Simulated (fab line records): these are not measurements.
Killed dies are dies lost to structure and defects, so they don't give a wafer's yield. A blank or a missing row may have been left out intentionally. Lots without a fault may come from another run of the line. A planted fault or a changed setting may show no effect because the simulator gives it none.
2 desks, one fault | flow berkeleyCmos170 | each desk holds nothing but its own numbers, with what lay behind them at the end

THE METROLOGY DESK
What the gauges read, lot by lot, whatever tool the lot ran on: means of the sampled wafers that have a number. The brackets show how far a lot's mean lies from the usual mean; more than 4 standard deviations puts the lot out of limits, marked OUT.
Columns: A = V2_BOW at UCB170_V2_BOW_MEAS_03, usual 38 um; B = M3_BOW at UCB170_M3_BOW_MEAS_20, usual 37 um
lot  | first seen here | A  | B
L926 | day 8 11:26     | 39 | 38
L930 | day 9 02:44     | 38 | 36
L927 | day 9 06:26     | 38 | 36
L929 | day 9 06:58     | 41 | 39
L932 | day 9 22:07     | 35 | 34
L935 | day 10 17:51    | 41 | 40
L939 | day 11 09:50    | 33 | 32
L940 | day 11 15:50    | 42 | 40
L943 | day 12 08:50    | 34 | 32
L946 | day 12 23:06    | 32 | 30
L944 | day 12 23:29    | 38 | 38
L948 | day 12 23:49    | 39 | 38
L949 | day 13 01:36    | 39 | 38
Finding of this desk: none of the 13 lots has anything out of limits.

THE TOOL OWNER'S DESK: pvdSputter-02
The tool's own readings at UCB170_M2_SPUTTER_01 (material Al, target thk 900 nm, time 120 s): means of the sampled wafers that have a number, for each lot that ran on this tool. The brackets show how far a lot's mean lies from the usual mean; more than 4 standard deviations puts the lot out of limits, marked OUT.
Columns: A = throttleValvePct at UCB170_M2_SPUTTER_01, usual 29.7 %
lot  | first seen here | A
L930 | day 8 22:39     | 29.9
L929 | day 9 02:22     | 29.4
L939 | day 11 06:07    | 29.3
Finding of this desk: none of the 3 lots has anything out of limits.

TAKEN TOGETHER
Nothing out of limits was seen by the metrology desk.
The tool owner's desk saw nothing out of limits.

WHAT WAS PUT IN BY THE SIMULATOR
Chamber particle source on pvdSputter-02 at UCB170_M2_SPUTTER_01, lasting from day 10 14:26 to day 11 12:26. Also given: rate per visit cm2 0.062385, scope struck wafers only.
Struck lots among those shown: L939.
